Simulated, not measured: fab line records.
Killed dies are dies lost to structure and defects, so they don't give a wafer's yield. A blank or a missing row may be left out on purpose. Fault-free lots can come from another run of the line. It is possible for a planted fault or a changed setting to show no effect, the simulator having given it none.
fab line records    flow rit-cmos
[record] lots = 7  wafers = 21  last-day = 7
route steps=202 shown NSD@133 PSD@142
lots untouched by any fault: they come from a run of this same line in which no faults occurred
start-h: the number of hours between the record's first day and the start of the first shown wafer of the lot    wait-h: time in hours since the lot's previous step    " the same as in the row above    L1.1+2: one row covering several wafers at once    - no value present, or no start provided    * or withheld: withheld    < > ~ a bound
route shown NAME@n: NAME is a module with steps in the file, n the number in the route of the first one    usual: mean and standard deviation over wafers with no fault    same: alike in all rows    chamber/n: place in a boat    sites: each site's reading    _std_site: their standard deviation    _edge_site: mean of outer sites minus mean of inner sites    radius-mm: for every site, how far away it sits from the centre of the wafer    mask NAME#n: copy n    behind: the most recent tool/chamber to have shaped the wafer    hold: reason for holding the lot/hours on hold/outcome of the hold    device: which transistor (n, p or np) failed to switch    end of line: at the end of the route, the tests of the same wafers    for a step that has no rows: nothing shown but its recipe    killed: at the first sort, the dies lost to defects and structure; wafer yield is something else    map: a wafer's dies, marking killed ones x, the rest . and places with no die _
set.NAME: the run value of the setting; set.NAME@STEP: its run value at that earlier step    model.NAME: the simulator's own value behind a step, which no gauge read
a table for each step, a row for each wafer; lots at some steps of the route
services: from which hour (start-h, from the record's first day; less than 0 if before it) a tool's chamber was out of use, for how many hours, and why
[[steps]]
[step RIT_NSD_SOFTBAKE_02]
[recipe] resist = NOVOLAK  temp-c = 90  time-s = 60
[step RIT_NSD_EXPOSE_03]
[recipe] mask-id = M9  na = 0.57  target-cd-nm = 40700  dose-mj = 250
[step RIT_NSD_PEB_04]
[recipe] resist = NOVOLAK  temp-c = withheld  time-s = withheld
[step RIT_NSD_DEVELOP_05]
[recipe] resist = NOVOLAK  develop-time-s = 50  dev-temp-c = 23
[step RIT_NSD_OVL_MEAS_06]
[usual] NSD_OVL = 0.3/1.3
lot.wafer  tool        chamber  start-h  wait-h  NSD_OVL[nm]
L295.1     overlay-02  -        75.29    -       -0.7
L295.3     "           -        "        "       -0.2
L295.4     "           -        "        "       1.6
L303.1     overlay-01  -        113.99   -       0.8
L303.2     "           -        "        "       1.1
L303.3     "           -        "        "       0.4
L304.3     overlay-02  -        123.91   -       -0.1
L304.5     "           -        "        "       1.0
L304.6     "           -        "        "       0.2
L305.1     overlay-01  -        126.31   -       -1.6
L305.4     "           -        "        "       -1.8
L305.5     "           -        "        "       0.8
L308.1     overlay-01  -        142.84   -       1.5
L308.4     "           -        "        "       -0.2
L308.6     "           -        "        "       -1.0
L309.1     overlay-02  -        144.73   -       -0.8
L309.4     "           -        "        "       -0.4
L309.5     "           -        "        "       1.6
L313.4     overlay-02  -        162.74   -       -2.3
L313.5     "           -        "        "       -3.4
L313.6     "           -        "        "       -3.6
[step RIT_NSD_HARDBAKE_07]
[recipe] resist = NOVOLAK  temp-c = 140  time-s = 60
[step RIT_NSD_IMPLANT_08]
[recipe] species = P  energy-kev = 25  dose-cm2 = 1e+15  tilt-deg = 7
[step RIT_NSD_STRIP_09]
[recipe] chemistry = O2  time-s = 180  resist = NOVOLAK  platen-temp-c = withheld  power-w = 500  pressure-mtorr = 4000  o2-flow-sccm = 4000
[usual] drypump-motor-current-A = 5.8/0.57
[same] time-s = 180
lot.wafer  tool             chamber  start-h  wait-h  drypump-motor-current-A  rf-hours-counter-h
L295.1     plasma-asher-02  0        75.62    0.1     5.7                      30
L295.3     "                0        "        "       5.8                      -
L295.4     "                1        "        "       4.7                      -
L303.1     plasma-asher-02  0        114.32   0.1     5.7                      34
L303.2     "                1        "        "       4.7                      34
L303.3     "                1        "        "       4.7                      -
L304.3     plasma-asher-01  0        124.29   0.1     6.3                      -
L304.5     "                0        "        "       6.4                      -
L304.6     "                1        "        "       6.0                      -
L305.1     plasma-asher-04  0        126.65   0.1     5.0                      49
L305.4     "                1        "        "       6.3                      -
L305.5     "                1        "        "       6.3                      -
L308.1     plasma-asher-02  1        143.17   0.1     4.7                      37
L308.4     "                0        "        "       5.7                      -
L308.6     "                0        "        "       5.7                      -
L309.1     plasma-asher-01  1        145.07   0.1     6.0                      3
L309.4     "                1        "        "       6.0                      -
L309.5     "                1        "        "       6.0                      -
L313.4     plasma-asher-04  0        163.11   0.1     5.0                      -
L313.5     "                1        "        "       6.3                      -
L313.6     "                0        "        "       5.0                      -
[step RIT_NSD_TW_MEAS_10]
[usual] NSD_TW = 3148/32
lot.wafer  tool           chamber  start-h  wait-h  NSD_TW
L295.1     film-metro-04  -        75.80    0.1     3131
L295.3     "              -        "        "       3123
L295.4     "              -        "        "       3132
L303.1     film-metro-02  -        114.50   0.1     3178
L303.2     "              -        "        "       3167
L303.3     "              -        "        "       3178
L304.3     film-metro-04  -        124.43   0.1     3117
L304.5     "              -        "        "       3152
L304.6     "              -        "        "       3145
L305.1     film-metro-04  -        126.82   0.1     3132
L305.4     "              -        "        "       3139
L305.5     "              -        "        "       3161
L308.1     film-metro-04  -        143.35   0.1     3145
L308.4     "              -        "        "       3150
L308.6     "              -        "        "       3142
L309.1     film-metro-03  -        145.24   0.1     3150
L309.4     "              -        "        "       3134
L309.5     "              -        "        "       3150
L313.4     film-metro-04  -        163.26   0.1     3123
L313.5     "              -        "        "       3115
L313.6     "              -        "        "       3136
[step RIT_PSD_HMDS_00]
[recipe] prime-time-s = 60  prime-temp-c = 140
[step RIT_PSD_COAT_01]
[recipe] resist = NOVOLAK  spin-rpm = 3250  resist-thk-nm = 1000
[step RIT_PSD_SOFTBAKE_02]
[recipe] resist = NOVOLAK  temp-c = 90  time-s = 60
[step RIT_PSD_EXPOSE_03]
[recipe] mask-id = M10  na = 0.57  target-cd-nm = 40900  dose-mj = 250
[usual] exposure-dose-mJ-cm2 = 249.99/0.26  focus-offset-nm = 0.0/0.51
lot.wafer  tool              chamber  start-h  wait-h  mask   exposure-dose-mJ-cm2  focus-offset-nm
L295.1     iline-stepper-01  0        76.50    0.2     M10#0  249.94                0.2
L295.3     "                 0        "        "       M10#0  250.10                -0.1
L295.4     "                 0        "        "       M10#0  250.18                0.8
L303.1     iline-stepper-01  -        115.39   0.2     M10#0  -                     -
L303.2     "                 -        "        "       M10#0  -                     -
L303.3     "                 -        "        "       M10#0  -                     -
L304.3     iline-stepper-01  -        124.95   0.1     M10#0  -                     -
L304.5     "                 -        "        "       M10#0  -                     -
L304.6     "                 -        "        "       M10#0  -                     -
L305.1     iline-stepper-02  -        127.46   0.2     M10#0  -                     -
L305.4     "                 -        "        "       M10#0  -                     -
L305.5     "                 -        "        "       M10#0  -                     -
L308.1     iline-stepper-01  0        143.86   0.1     M10#0  249.90                -0.2
L308.4     "                 0        "        "       M10#0  250.31                0.1
L308.6     "                 0        "        "       M10#0  250.16                -0.1
L309.1     iline-stepper-01  0        145.75   0.1     M10#0  250.03                0.2
L309.4     "                 0        "        "       M10#0  250.31                0.2
L309.5     "                 0        "        "       M10#0  250.37                0.7
L313.4     iline-stepper-02  0        163.93   0.2     M10#0  250.21                0.0
L313.5     "                 0        "        "       M10#0  250.36                -0.3
L313.6     "                 0        "        "       M10#0  250.13                -0.5
[step RIT_PSD_PEB_04]
[recipe] resist = NOVOLAK  temp-c = withheld  time-s = withheld
[[services]]
tool              chamber  start-h  hours  kind
plasma-asher-01   -        108.75   9.0    pm
plasma-asher-01   0        108.75   9.0    vent-cycle
plasma-asher-01   1        108.75   9.0    vent-cycle
plasma-asher-01   -        115.26   0.9    repair
plasma-asher-01   0        117.75   -      clean
plasma-asher-01   1        117.75   -      clean
iline-stepper-01  -        130.32   1.7    pm
iline-stepper-02  -        139.24   1.7    pm
[[key]]
[first-sign] step = RIT_PSD_EXPOSE_03  reading = tool-record  direction = missing
effect none on later readings
met-at RIT_PSD_EXPOSE_03
struck-wafers L303.1,L303.2,L303.3,L304.3,L304.5,L304.6,L305.1,L305.4,L305.5
sort-left-out L303.1,L303.2,L303.3,L304.3,L304.5,L304.6,L305.1,L305.4,L305.5
tester-left-out L303,L304,L305
onset-between 76.50 115.39
[fault] kind = skipped-step-whole  tool = iline-stepper-01,iline-stepper-02  chamber = -  onset-h = 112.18  steps = RIT_PSD_EXPOSE_03  scope = struck-lots-only
// tester-left-out: of these lots the tester's yield and bins aren't shown, on N5 and GAA mostly nor the transistor test; their killed dies are dies lost to structure and defects alone, not to doping, threshold or leakage, so they don't give the yield
// sort-left-out: the simulated sort isn't trusted on such a fault, so these wafers' sort isn't shown, and their yield isn't known
